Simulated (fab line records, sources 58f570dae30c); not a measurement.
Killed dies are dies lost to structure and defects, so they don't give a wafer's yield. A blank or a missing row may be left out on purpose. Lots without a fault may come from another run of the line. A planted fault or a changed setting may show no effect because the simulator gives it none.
A struck lot beside a sound one | flow berkeley_cmos170 | 15 steps out of a route of 331
Sound: wafers L543.2, L543.3, L543.6. Struck: wafers L551.2, L551.3, L551.4. The cause comes at the end.
At each step with rows: each side's tool, then ch and its chambers, then its first start. Under that, the readings that differ: sound wafers | struck wafers | difference of the means | sigmas: that difference in standard deviations of wafers without a fault.
alike: readings whose means differ by less than 2 such deviations, and words and numbers that are the same on both sides. not compared: withheld readings, readings that some wafer has no value for, bounds like >300 that may hide the same value, and numbers for which the record gives no deviation and whose values overlap.
The two part at a step that has a row with sigmas, a row that says differs or no value, or rows on one side only. Numbers that don't overlap but have no deviation are shown without sigmas and don't part them. A reading that every wafer of one side lacks parts them only if that side has two wafers or more.

UCB170_ACTIVE_THK_MEAS_03:
  sound on film_metro-03, day 4 15:25; struck on film_metro-02, day 6 23:47
  alike: ACTIVE_OXIDE_THK
then, 2 steps without rows for these wafers: UCB170_ACTIVE_ANNEAL_04 (time 900 s); UCB170_ACTIVE_CVD_05 (deposits Si3N4 from SiH2Cl2/NH3, target thk 220 nm, time 3300 s).
UCB170_ACTIVE_THK_MEAS_06:
  sound on film_metro-02, day 4 22:29; struck on film_metro-04, day 7 05:47
  alike: ACTIVE_NITRIDE_THK
then, 6 steps without rows for these wafers: UCB170_ACTIVE_HMDS_07 (prime time 60 s); UCB170_ACTIVE_COAT_08 (resist thk 900 nm); UCB170_ACTIVE_SOFTBAKE_09 (time 60 s); UCB170_ACTIVE_EXPOSE_10 (exposes mask ACTIVE, target cd 1200 nm); UCB170_ACTIVE_PEB_11; UCB170_ACTIVE_DEVELOP_12 (develop time 45 s).
UCB170_ACTIVE_CD_MEAS_13: target cd 1200 nm.
  sound on cd_sem-01, day 4 23:57; struck on cd_sem-02, day 7 08:07
  alike: cd_nm
UCB170_ACTIVE_OVL_MEAS_14:
  sound on overlay-01, day 5 00:03; struck on overlay-02, day 7 08:13
  alike: ACTIVE_OVL
UCB170_ACTIVE_ETCH_15: etches Si3N4 in CH3F/Ar/O2, stops on SiO2, target depth 242 nm, time 151 s.
  sound on rie_diel-01 ch 1,2, day 5 00:05; struck on rie_diel-01 ch 0,1,2, day 7 08:15
  reading                                       | sound             | struck            | difference | sigmas
  oes_product_au (a.u.)                         | 0.923 0.919 0.928 | 0.750 0.751 0.773 | -0.165     | -9
  model.etch.depth_nm (nm)                      | 219.3 217.6 219.1 | 151.3 148.5 155.7 | -66.8      |
  model.KrF_of_ACTIVE_COAT_08.thk_nm (nm)       | 727.3 726.5 725.5 | 786 787.2 782.7   | +59        |
  model.SiO2_of_ACTIVE_OXIDATION_02.thk_nm (nm) | 22.57 22.92 22.75 | 24.32 24.43 24.03 | +1.51      |
  alike: drypump_motor_current_A, rf_fwd_power_W, throttle_valve_pct
  not compared: rf_hours_counter_h
UCB170_ACTIVE_STRIP_16: strips in O2.
  sound on plasma_asher-02 ch 1, day 5 00:11; struck on plasma_asher-04 ch 0,1, day 7 08:21
  reading                      | sound             | struck            | difference | sigmas
  strip_time_to_endpoint_s (s) | 18.16 18.13 18.10 | 19.56 19.59 19.49 | +1.42      | +15
  alike: drypump_motor_current_A, oes_product_au
  not compared: rf_hours_counter_h
UCB170_ACTIVE_CD_MEAS_90: target cd 1200 nm.
  sound on cd_sem-02, day 5 00:19; struck on cd_sem-02, day 7 08:28
  alike: cd_nm

WHERE THEY PART
First at UCB170_ACTIVE_ETCH_15; last, within this record, at UCB170_ACTIVE_STRIP_16. Later steps at which nothing parts them and some readings are alike: UCB170_ACTIVE_CD_MEAS_90.

WHY: what the simulator had put in
Process parameter drift: rie_diel-01, from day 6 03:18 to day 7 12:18, at UCB170_ACTIVE_ETCH_15. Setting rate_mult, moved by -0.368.
